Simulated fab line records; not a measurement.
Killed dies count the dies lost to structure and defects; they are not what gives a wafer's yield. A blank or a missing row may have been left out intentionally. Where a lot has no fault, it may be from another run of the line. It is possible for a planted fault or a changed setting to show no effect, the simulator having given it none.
fab line records / flow ritCmos
[record] lots = 6 wafers = 18 lastDay = 7
route steps=202 shown ACTIVE@1 M1@202
lots with no fault: from the same line, run without faults
startH: the number of hours between the record's first day and the start of the first shown wafer of the lot / waitH: hours since the lot's step before / " the same as in the row above / L1.1+2: a row that stands for several wafers / - value missing, or start not given / * or withheld: withheld / < > ~ a bound
route shown NAME@n: NAME is a module with steps in the file, n the number in the route of the first one / usual: the fault-free wafers' mean and standard deviation / same: alike in all rows / chamber/n: place in a boat / sites: readings site by site / _std_site: their standard deviation / _edge_site: the outer-site mean with the inner-site mean subtracted / radiusMm: how far each site lies from the wafer's centre / mask NAME#n: copy n / behind: tool/chamber where the wafer was last shaped / hold: why the lot was held/for how many hours/how that ended / device: the transistor (n, p or np) that didn't switch / end of line: tests run on the same wafers once the route is complete / a step without rows: its recipe alone / killed: at the first sort, the dies lost to defects and structure; wafer yield is something else / map: shows each die of a wafer: x if killed, . if not, _ if none is there
set.NAME: setting as actually run; set.NAME@STEP: the setting as run at that earlier step / model.NAME: the simulator's own value behind a step, which no gauge read
certain route steps with their lots: each step a table, each wafer a row
[[steps]]
[step RIT_ACTIVE_BOW_MEAS_00]
[recipe] mode = bow
[usual] INCOMING_BOW = 0/6.7
lot.wafer=L583.1 tool=filmMetro-04 chamber=- startH=25.00 waitH=- INCOMING_BOW[um]=-6
lot.wafer=L583.3 tool=filmMetro-04 chamber=- startH=25.00 waitH=- INCOMING_BOW[um]=-16
lot.wafer=L583.6 tool=filmMetro-04 chamber=- startH=25.00 waitH=- INCOMING_BOW[um]=4
lot.wafer=L585.1 tool=filmMetro-03 chamber=- startH=35.00 waitH=- INCOMING_BOW[um]=-10
lot.wafer=L585.4 tool=filmMetro-03 chamber=- startH=35.00 waitH=- INCOMING_BOW[um]=12
lot.wafer=L585.6 tool=filmMetro-03 chamber=- startH=35.00 waitH=- INCOMING_BOW[um]=9
lot.wafer=L588.4 tool=filmMetro-02 chamber=- startH=50.06 waitH=- INCOMING_BOW[um]=10
lot.wafer=L588.5 tool=filmMetro-02 chamber=- startH=50.06 waitH=- INCOMING_BOW[um]=-3
lot.wafer=L588.6 tool=filmMetro-02 chamber=- startH=50.06 waitH=- INCOMING_BOW[um]=5
lot.wafer=L591.3 tool=filmMetro-02 chamber=- startH=65.04 waitH=- INCOMING_BOW[um]=-2
lot.wafer=L591.4 tool=filmMetro-02 chamber=- startH=65.04 waitH=- INCOMING_BOW[um]=-10
lot.wafer=L591.6 tool=filmMetro-02 chamber=- startH=65.04 waitH=- INCOMING_BOW[um]=7
lot.wafer=L600.2 tool=filmMetro-04 chamber=- startH=110.02 waitH=- INCOMING_BOW[um]=10
lot.wafer=L600.3 tool=filmMetro-04 chamber=- startH=110.02 waitH=- INCOMING_BOW[um]=10
lot.wafer=L600.4 tool=filmMetro-04 chamber=- startH=110.02 waitH=- INCOMING_BOW[um]=-10
lot.wafer=L602.2 tool=filmMetro-03 chamber=- startH=120.02 waitH=- INCOMING_BOW[um]=2
lot.wafer=L602.4 tool=filmMetro-03 chamber=- startH=120.02 waitH=- INCOMING_BOW[um]=-3
lot.wafer=L602.5 tool=filmMetro-03 chamber=- startH=120.02 waitH=- INCOMING_BOW[um]=6
[step RIT_ACTIVE_OXIDATION_01]
[recipe] tempC = 1000 ambient = O2 targetThkA = 468 oxTimeS = 3360
[step RIT_ACTIVE_THK_MEAS_02]
[recipe] reads = SiO2_of_ACTIVE_OXIDATION_01
[usual] ACTIVE_OXIDE_THK = 47.0/0.93
lot.wafer=L583.1 tool=filmMetro-04 chamber=- startH=27.97 waitH=0.0 ACTIVE_OXIDE_THK[nm]=48.1
lot.wafer=L583.3 tool=filmMetro-04 chamber=- startH=27.97 waitH=0.0 ACTIVE_OXIDE_THK[nm]=49.0
lot.wafer=L583.6 tool=filmMetro-04 chamber=- startH=27.97 waitH=0.0 ACTIVE_OXIDE_THK[nm]=48.5
lot.wafer=L585.1 tool=filmMetro-04 chamber=- startH=37.19 waitH=0.0 ACTIVE_OXIDE_THK[nm]=47.7
lot.wafer=L585.4 tool=filmMetro-04 chamber=- startH=37.19 waitH=0.0 ACTIVE_OXIDE_THK[nm]=47.3
lot.wafer=L585.6 tool=filmMetro-04 chamber=- startH=37.19 waitH=0.0 ACTIVE_OXIDE_THK[nm]=47.4
lot.wafer=L588.4 tool=filmMetro-04 chamber=- startH=52.08 waitH=0.0 ACTIVE_OXIDE_THK[nm]=46.9
lot.wafer=L588.5 tool=filmMetro-04 chamber=- startH=52.08 waitH=0.0 ACTIVE_OXIDE_THK[nm]=47.0
lot.wafer=L588.6 tool=filmMetro-04 chamber=- startH=52.08 waitH=0.0 ACTIVE_OXIDE_THK[nm]=46.4
lot.wafer=L591.3 tool=filmMetro-04 chamber=- startH=67.76 waitH=0.0 ACTIVE_OXIDE_THK[nm]=46.4
lot.wafer=L591.4 tool=filmMetro-04 chamber=- startH=67.76 waitH=0.0 ACTIVE_OXIDE_THK[nm]=46.2
lot.wafer=L591.6 tool=filmMetro-04 chamber=- startH=67.76 waitH=0.0 ACTIVE_OXIDE_THK[nm]=46.9
lot.wafer=L600.2 tool=filmMetro-04 chamber=- startH=112.15 waitH=0.0 ACTIVE_OXIDE_THK[nm]=46.5
lot.wafer=L600.3 tool=filmMetro-04 chamber=- startH=112.15 waitH=0.0 ACTIVE_OXIDE_THK[nm]=47.1
lot.wafer=L600.4 tool=filmMetro-04 chamber=- startH=112.15 waitH=0.0 ACTIVE_OXIDE_THK[nm]=46.6
lot.wafer=L602.2 tool=filmMetro-03 chamber=- startH=123.31 waitH=0.0 ACTIVE_OXIDE_THK[nm]=44.6
lot.wafer=L602.4 tool=filmMetro-03 chamber=- startH=123.31 waitH=0.0 ACTIVE_OXIDE_THK[nm]=45.7
lot.wafer=L602.5 tool=filmMetro-03 chamber=- startH=123.31 waitH=0.0 ACTIVE_OXIDE_THK[nm]=44.7
[step RIT_ACTIVE_CVD_03]
[recipe] material = Si3N4 targetThkNm = 150 tempC = 810 precursor = SiH2Cl2/NH3 timeS = 1500 pressureMtorr = 300 sih2cl2FlowSccm = 60 nh3FlowSccm = 150
[step RIT_ACTIVE_THK_MEAS_04]
[recipe] reads = Si3N4_of_ACTIVE_CVD_03
[usual] ACTIVE_NITRIDE_THK = 150.2/1.4
lot.wafer=L583.1 tool=filmMetro-04 chamber=- startH=29.45 waitH=0.0 ACTIVE_NITRIDE_THK[nm]=150.0
lot.wafer=L583.3 tool=filmMetro-04 chamber=- startH=29.45 waitH=0.0 ACTIVE_NITRIDE_THK[nm]=148.7
lot.wafer=L583.6 tool=filmMetro-04 chamber=- startH=29.45 waitH=0.0 ACTIVE_NITRIDE_THK[nm]=148.2
lot.wafer=L585.1 tool=filmMetro-03 chamber=- startH=38.67 waitH=0.0 ACTIVE_NITRIDE_THK[nm]=151.4
lot.wafer=L585.4 tool=filmMetro-03 chamber=- startH=38.67 waitH=0.0 ACTIVE_NITRIDE_THK[nm]=150.3
lot.wafer=L585.6 tool=filmMetro-03 chamber=- startH=38.67 waitH=0.0 ACTIVE_NITRIDE_THK[nm]=150.7
lot.wafer=L588.4 tool=filmMetro-02 chamber=- startH=53.56 waitH=0.0 ACTIVE_NITRIDE_THK[nm]=151.3
lot.wafer=L588.5 tool=filmMetro-02 chamber=- startH=53.56 waitH=0.0 ACTIVE_NITRIDE_THK[nm]=150.2
lot.wafer=L588.6 tool=filmMetro-02 chamber=- startH=53.56 waitH=0.0 ACTIVE_NITRIDE_THK[nm]=151.6
lot.wafer=L591.3 tool=filmMetro-04 chamber=- startH=70.16 waitH=0.0 ACTIVE_NITRIDE_THK[nm]=150.3
lot.wafer=L591.4 tool=filmMetro-04 chamber=- startH=70.16 waitH=0.0 ACTIVE_NITRIDE_THK[nm]=148.7
lot.wafer=L591.6 tool=filmMetro-04 chamber=- startH=70.16 waitH=0.0 ACTIVE_NITRIDE_THK[nm]=149.7
lot.wafer=L600.2 tool=filmMetro-04 chamber=- startH=113.62 waitH=0.0 ACTIVE_NITRIDE_THK[nm]=151.3
lot.wafer=L600.3 tool=filmMetro-04 chamber=- startH=113.62 waitH=0.0 ACTIVE_NITRIDE_THK[nm]=151.2
lot.wafer=L600.4 tool=filmMetro-04 chamber=- startH=113.62 waitH=0.0 ACTIVE_NITRIDE_THK[nm]=151.3
lot.wafer=L602.2 tool=filmMetro-03 chamber=- startH=124.79 waitH=0.0 ACTIVE_NITRIDE_THK[nm]=151.2
lot.wafer=L602.4 tool=filmMetro-03 chamber=- startH=124.79 waitH=0.0 ACTIVE_NITRIDE_THK[nm]=150.1
lot.wafer=L602.5 tool=filmMetro-03 chamber=- startH=124.79 waitH=0.0 ACTIVE_NITRIDE_THK[nm]=149.6
[step RIT_ACTIVE_HMDS_05]
[recipe] primeTimeS = 60 primeTempC = 140
[step RIT_ACTIVE_COAT_06]
[recipe] resist = NOVOLAK spinRpm = 3250 resistThkNm = 1000
[step RIT_ACTIVE_SOFTBAKE_07]
[recipe] resist = NOVOLAK tempC = 90 timeS = 60
[usual] heaterPowerTotalW = 34.56/0.048 plateTempC = 90.02/0.14 runLengthS = 89.04/0.2
lot.wafer=L583.1 tool=lithoTrack-01 chamber=0 startH=29.81 waitH=0.1 heaterPowerTotalW=34.60 plateTempC=89.96 runLengthS=89.20
lot.wafer=L583.3 tool=lithoTrack-01 chamber=0 startH=29.81 waitH=0.1 heaterPowerTotalW=34.50 plateTempC=90.06 runLengthS=89.33
lot.wafer=L583.6 tool=lithoTrack-01 chamber=0 startH=29.81 waitH=0.1 heaterPowerTotalW=34.55 plateTempC=90.16 runLengthS=89.17
lot.wafer=L585.1 tool=lithoTrack-02 chamber=0 startH=39.03 waitH=0.1 heaterPowerTotalW=34.59 plateTempC=89.97 runLengthS=89.18
lot.wafer=L585.4 tool=lithoTrack-02 chamber=0 startH=39.03 waitH=0.1 heaterPowerTotalW=34.48 plateTempC=90.17 runLengthS=89.15
lot.wafer=L585.6 tool=lithoTrack-02 chamber=0 startH=39.03 waitH=0.1 heaterPowerTotalW=34.51 plateTempC=89.78 runLengthS=88.93
lot.wafer=L588.4 tool=lithoTrack-01 chamber=0 startH=53.97 waitH=0.1 heaterPowerTotalW=37.15 plateTempC=- runLengthS=75.34
lot.wafer=L588.5 tool=lithoTrack-01 chamber=0 startH=53.97 waitH=0.1 heaterPowerTotalW=37.17 plateTempC=- runLengthS=75.35
lot.wafer=L588.6 tool=lithoTrack-01 chamber=0 startH=53.97 waitH=0.1 heaterPowerTotalW=37.19 plateTempC=- runLengthS=75.29
lot.wafer=L591.3 tool=lithoTrack-01 chamber=0 startH=70.55 waitH=0.1 heaterPowerTotalW=37.20 plateTempC=- runLengthS=75.65
lot.wafer=L591.4 tool=lithoTrack-01 chamber=0 startH=70.55 waitH=0.1 heaterPowerTotalW=37.14 plateTempC=- runLengthS=75.41
lot.wafer=L591.6 tool=lithoTrack-01 chamber=0 startH=70.55 waitH=0.1 heaterPowerTotalW=37.24 plateTempC=- runLengthS=75.53
lot.wafer=L600.2 tool=lithoTrack-02 chamber=0 startH=114.15 waitH=0.1 heaterPowerTotalW=34.58 plateTempC=89.91 runLengthS=88.99
lot.wafer=L600.3 tool=lithoTrack-02 chamber=0 startH=114.15 waitH=0.1 heaterPowerTotalW=34.58 plateTempC=89.73 runLengthS=89.20
lot.wafer=L600.4 tool=lithoTrack-02 chamber=0 startH=114.15 waitH=0.1 heaterPowerTotalW=34.68 plateTempC=90.00 runLengthS=88.87
lot.wafer=L602.2 tool=lithoTrack-04 chamber=0 startH=125.29 waitH=0.1 heaterPowerTotalW=34.52 plateTempC=89.77 runLengthS=88.90
lot.wafer=L602.4 tool=lithoTrack-04 chamber=0 startH=125.29 waitH=0.1 heaterPowerTotalW=34.54 plateTempC=89.84 runLengthS=89.09
lot.wafer=L602.5 tool=lithoTrack-04 chamber=0 startH=125.29 waitH=0.1 heaterPowerTotalW=34.59 plateTempC=90.07 runLengthS=88.85
[step RIT_ACTIVE_EXPOSE_08]
[recipe] maskId = M1 na = 0.6 sourceShape = conventional sigmaOuter = 0.6 targetCdNm = 1400 doseMj = 225
[step RIT_ACTIVE_PEB_09]
[recipe] resist = NOVOLAK tempC = withheld timeS = withheld
[step RIT_ACTIVE_DEVELOP_10]
[recipe] resist = NOVOLAK developTimeS = 50 devTempC = 23
lot.wafer=L583.1 tool=lithoTrack-01 chamber=0 startH=- waitH=- model.NOVOLAK_of_ACTIVE_COAT_06.thkNm=1002
lot.wafer=L583.3 tool=lithoTrack-01 chamber=0 startH=- waitH=- model.NOVOLAK_of_ACTIVE_COAT_06.thkNm=999.8
lot.wafer=L583.6 tool=lithoTrack-01 chamber=0 startH=- waitH=- model.NOVOLAK_of_ACTIVE_COAT_06.thkNm=1001
lot.wafer=L585.1 tool=lithoTrack-04 chamber=0 startH=- waitH=- model.NOVOLAK_of_ACTIVE_COAT_06.thkNm=997.4
lot.wafer=L585.4 tool=lithoTrack-04 chamber=0 startH=- waitH=- model.NOVOLAK_of_ACTIVE_COAT_06.thkNm=999.4
lot.wafer=L585.6 tool=lithoTrack-04 chamber=0 startH=- waitH=- model.NOVOLAK_of_ACTIVE_COAT_06.thkNm=1001
lot.wafer=L588.4 tool=lithoTrack-04 chamber=0 startH=- waitH=- model.NOVOLAK_of_ACTIVE_COAT_06.thkNm=1006
lot.wafer=L588.5 tool=lithoTrack-04 chamber=0 startH=- waitH=- model.NOVOLAK_of_ACTIVE_COAT_06.thkNm=1003
lot.wafer=L588.6 tool=lithoTrack-04 chamber=0 startH=- waitH=- model.NOVOLAK_of_ACTIVE_COAT_06.thkNm=1008
lot.wafer=L591.3 tool=lithoTrack-04 chamber=0 startH=- waitH=- model.NOVOLAK_of_ACTIVE_COAT_06.thkNm=1008
lot.wafer=L591.4 tool=lithoTrack-04 chamber=0 startH=- waitH=- model.NOVOLAK_of_ACTIVE_COAT_06.thkNm=1014
lot.wafer=L591.6 tool=lithoTrack-04 chamber=0 startH=- waitH=- model.NOVOLAK_of_ACTIVE_COAT_06.thkNm=1010
lot.wafer=L600.2 tool=lithoTrack-01 chamber=0 startH=- waitH=- model.NOVOLAK_of_ACTIVE_COAT_06.thkNm=1006
lot.wafer=L600.3 tool=lithoTrack-01 chamber=0 startH=- waitH=- model.NOVOLAK_of_ACTIVE_COAT_06.thkNm=1005
lot.wafer=L600.4 tool=lithoTrack-01 chamber=0 startH=- waitH=- model.NOVOLAK_of_ACTIVE_COAT_06.thkNm=1003
lot.wafer=L602.2 tool=lithoTrack-02 chamber=0 startH=- waitH=- model.NOVOLAK_of_ACTIVE_COAT_06.thkNm=999.8
lot.wafer=L602.4 tool=lithoTrack-02 chamber=0 startH=- waitH=- model.NOVOLAK_of_ACTIVE_COAT_06.thkNm=999
lot.wafer=L602.5 tool=lithoTrack-02 chamber=0 startH=- waitH=- model.NOVOLAK_of_ACTIVE_COAT_06.thkNm=997.8
[step RIT_ACTIVE_CD_MEAS_11]
[recipe] targetCdNm = 1400
[usual] cdNm = 1399.9/2.4
lot.wafer=L583.1 tool=cdSem-02 chamber=- startH=30.48 waitH=- cdNm=1397.5
lot.wafer=L583.3 tool=cdSem-02 chamber=- startH=30.48 waitH=- cdNm=1399.4
lot.wafer=L583.6 tool=cdSem-02 chamber=- startH=30.48 waitH=- cdNm=1397.8
lot.wafer=L585.1 tool=cdSem-02 chamber=- startH=39.70 waitH=- cdNm=1399.1
lot.wafer=L585.4 tool=cdSem-02 chamber=- startH=39.70 waitH=- cdNm=1401.0
lot.wafer=L585.6 tool=cdSem-02 chamber=- startH=39.70 waitH=- cdNm=1398.2
lot.wafer=L588.4 tool=cdSem-01 chamber=- startH=54.56 waitH=- cdNm=1397.9
lot.wafer=L588.5 tool=cdSem-01 chamber=- startH=54.56 waitH=- cdNm=1396.9
lot.wafer=L588.6 tool=cdSem-01 chamber=- startH=54.56 waitH=- cdNm=1396.6
lot.wafer=L591.3 tool=cdSem-02 chamber=- startH=71.09 waitH=- cdNm=1400.6
lot.wafer=L591.4 tool=cdSem-02 chamber=- startH=71.09 waitH=- cdNm=1403.3
lot.wafer=L591.6 tool=cdSem-02 chamber=- startH=71.09 waitH=- cdNm=1402.5
lot.wafer=L600.2 tool=cdSem-01 chamber=- startH=114.70 waitH=- cdNm=1400.3
lot.wafer=L600.3 tool=cdSem-01 chamber=- startH=114.70 waitH=- cdNm=1399.8
lot.wafer=L600.4 tool=cdSem-01 chamber=- startH=114.70 waitH=- cdNm=1402.3
lot.wafer=L602.2 tool=cdSem-02 chamber=- startH=125.83 waitH=- cdNm=1403.0
lot.wafer=L602.4 tool=cdSem-02 chamber=- startH=125.83 waitH=- cdNm=1400.9
lot.wafer=L602.5 tool=cdSem-02 chamber=- startH=125.83 waitH=- cdNm=1403.3
[step RIT_M1_PROBE_99]
[usual] killedAtFrontEnd = 6.9/2.9 killedDies = 7.0/2.9 killedOpen = 3.3/2 killedShort = 3.7/2
[same] grossDies = 264 killed_at_M0_to_M3 = 0 killed_at_M4_up = 0 killedAtBackSide = 0 killedAtContacts = 0 killedAtOther = 0
lot.wafer=L583.1 tool=prober-02 chamber=- startH=72.64 waitH=0.1 killedAtFrontEnd=6 killedDies=6 killedOpen=4 killedShort=2
lot.wafer=L583.3 tool=prober-02 chamber=- startH=72.74 waitH=0.2 killedAtFrontEnd=7 killedDies=7 killedOpen=7 killedShort=0
lot.wafer=L583.6 tool=prober-02 chamber=- startH=72.89 waitH=0.2 killedAtFrontEnd=12 killedDies=12 killedOpen=7 killedShort=5
lot.wafer=L585.1 tool=prober-02 chamber=- startH=86.31 waitH=0.1 killedAtFrontEnd=7 killedDies=7 killedOpen=3 killedShort=4
lot.wafer=L585.4 tool=prober-02 chamber=- startH=86.46 waitH=0.2 killedAtFrontEnd=7 killedDies=7 killedOpen=6 killedShort=1
lot.wafer=L585.6 tool=prober-02 chamber=- startH=86.56 waitH=0.2 killedAtFrontEnd=4 killedDies=4 killedOpen=1 killedShort=3
lot.wafer=L588.4 tool=prober-01 chamber=- startH=101.83 waitH=0.2 killedAtFrontEnd=5 killedDies=5 killedOpen=2 killedShort=3
lot.wafer=L588.5 tool=prober-01 chamber=- startH=101.88 waitH=0.2 killedAtFrontEnd=13 killedDies=13 killedOpen=5 killedShort=8
lot.wafer=L588.6 tool=prober-01 chamber=- startH=101.93 waitH=0.2 killedAtFrontEnd=0 killedDies=0 killedOpen=0 killedShort=0
lot.wafer=L591.3 tool=prober-01 chamber=- startH=117.33 waitH=0.2 killedAtFrontEnd=4 killedDies=4 killedOpen=1 killedShort=3
lot.wafer=L591.4 tool=prober-01 chamber=- startH=117.38 waitH=0.2 killedAtFrontEnd=8 killedDies=8 killedOpen=3 killedShort=5
lot.wafer=L591.6 tool=prober-01 chamber=- startH=117.48 waitH=0.2 killedAtFrontEnd=5 killedDies=5 killedOpen=3 killedShort=2
lot.wafer=L600.2 tool=prober-01 chamber=- startH=160.98 waitH=0.1 killedAtFrontEnd=5 killedDies=5 killedOpen=3 killedShort=2
lot.wafer=L600.3 tool=prober-01 chamber=- startH=161.03 waitH=0.2 killedAtFrontEnd=4 killedDies=4 killedOpen=2 killedShort=2
lot.wafer=L600.4 tool=prober-01 chamber=- startH=161.08 waitH=0.2 killedAtFrontEnd=8 killedDies=8 killedOpen=4 killedShort=4
lot.wafer=L602.2 tool=prober-01 chamber=- startH=169.11 waitH=0.1 killedAtFrontEnd=6 killedDies=6 killedOpen=4 killedShort=2
lot.wafer=L602.4 tool=prober-01 chamber=- startH=169.21 waitH=0.2 killedAtFrontEnd=4 killedDies=4 killedOpen=2 killedShort=2
lot.wafer=L602.5 tool=prober-01 chamber=- startH=169.26 waitH=0.2 killedAtFrontEnd=2 killedDies=2 killedOpen=1 killedShort=1
// killed by level:class
L583.1 FOX1:geometricParticle:short=2 GATE:geometricParticle:open=2 FOX1:geometricParticle:open=1 SPACER:geometricParticle:open=1
L583.3 GATE:geometricParticle:open=4 FOX2:geometricParticle:open=2 SILICIDE:geometricParticle:open=1
L583.6 REOX:geometricParticle:open=3 GATE:geometricParticle:short=2 SPACER:geometricParticle:open=2 FOX1:geometricParticle:open=1 FOX2:geometricParticle:short=1 SPACER:geometricParticle:short=1 SILICIDE:geometricParticle:open=1 SILICIDE:geometricParticle:short=1
L585.1 GATE:geometricParticle:short=3 SPACER:geometricParticle:open=2 FOX1:geometricParticle:open=1 SILICIDE:geometricParticle:short=1
L585.4 GATE:geometricParticle:open=4 FOX1:geometricParticle:open=1 GATE:geometricParticle:short=1 REOX:geometricParticle:open=1
L585.6 FOX2:geometricParticle:short=1 GATE:geometricParticle:short=1 REOX:geometricParticle:short=1 SPACER:geometricParticle:open=1
L588.4 GATE:geometricParticle:short=2 FOX1:geometricParticle:open=1 GATE:geometricParticle:open=1 SPACER:geometricParticle:short=1
L588.5 FOX1:geometricParticle:short=3 FOX1:geometricParticle:open=2 GATE:geometricParticle:short=2 GATE:geometricParticle:open=2 FOX2:geometricParticle:short=1 SPACER:geometricParticle:short=1 SPACER:geometricParticle:open=1 SILICIDE:geometricParticle:short=1
L588.6
L591.3 FOX2:geometricParticle:short=3 REOX:geometricParticle:open=1
L591.4 GATE:geometricParticle:short=3 REOX:geometricParticle:open=2 FOX1:geometricParticle:open=1 FOX2:geometricParticle:short=1 REOX:geometricParticle:short=1
L591.6 FOX1:geometricParticle:short=1 FOX1:geometricParticle:open=1 GATE:geometricParticle:open=1 GATE:geometricParticle:short=1 REOX:geometricParticle:open=1
L600.2 GATE:geometricParticle:open=2 GATE:geometricParticle:short=1 REOX:geometricParticle:open=1 SILICIDE:geometricParticle:short=1
L600.3 GATE:geometricParticle:short=2 FOX1:geometricParticle:open=1 SPACER:geometricParticle:open=1
L600.4 GATE:geometricParticle:open=4 REOX:geometricParticle:short=2 FOX2:geometricParticle:short=1 GATE:geometricParticle:short=1
L602.2 SILICIDE:geometricParticle:open=2 FOX2:geometricParticle:open=1 GATE:geometricParticle:short=1 SPACER:geometricParticle:open=1 SILICIDE:geometricParticle:short=1
L602.4 SPACER:geometricParticle:short=2 FOX2:geometricParticle:open=1 GATE:geometricParticle:open=1
L602.5 FOX1:geometricParticle:open=1 FOX1:geometricParticle:short=1
[[key]]
[firstSign] step = RIT_ACTIVE_SOFTBAKE_07 reading = runLengthS direction = down sigmas = 69 usual = * struck = *
[effect] step = RIT_ACTIVE_SOFTBAKE_07 reading = heaterPowerTotalW direction = up sigmas = 54 usual = 34.56 struck = 37.18
[modelEffect] step = RIT_ACTIVE_DEVELOP_10 value = NOVOLAK_of_ACTIVE_COAT_06.thkNm without = 1003 struck = 1008
metAt RIT_ACTIVE_SOFTBAKE_07
struckWafers L588.4,L588.5,L588.6,L591.3,L591.4,L591.6
testerLeftOut L588,L591
[loopTrim] step = RIT_ACTIVE_EXPOSE_08 setting = dose lots = L591
onsetBetween 29.81 53.97
[fault] kind = processParameterDrift tool = lithoTrack-01 chamber = - onsetH = 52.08 steps = RIT_ACTIVE_SOFTBAKE_07 channel = timeS offset = * shape = step endH = 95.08 actsIn = * stated = *
// testerLeftOut: of these lots the tester's yield and bins aren't shown, on N5 and GAA mostly nor the transistor test; their killed dies are dies lost to structure and defects alone, not to doping, threshold or leakage, so they don't give the yield
// loopTrim: a control loop set the setting to another value than it would have without faults
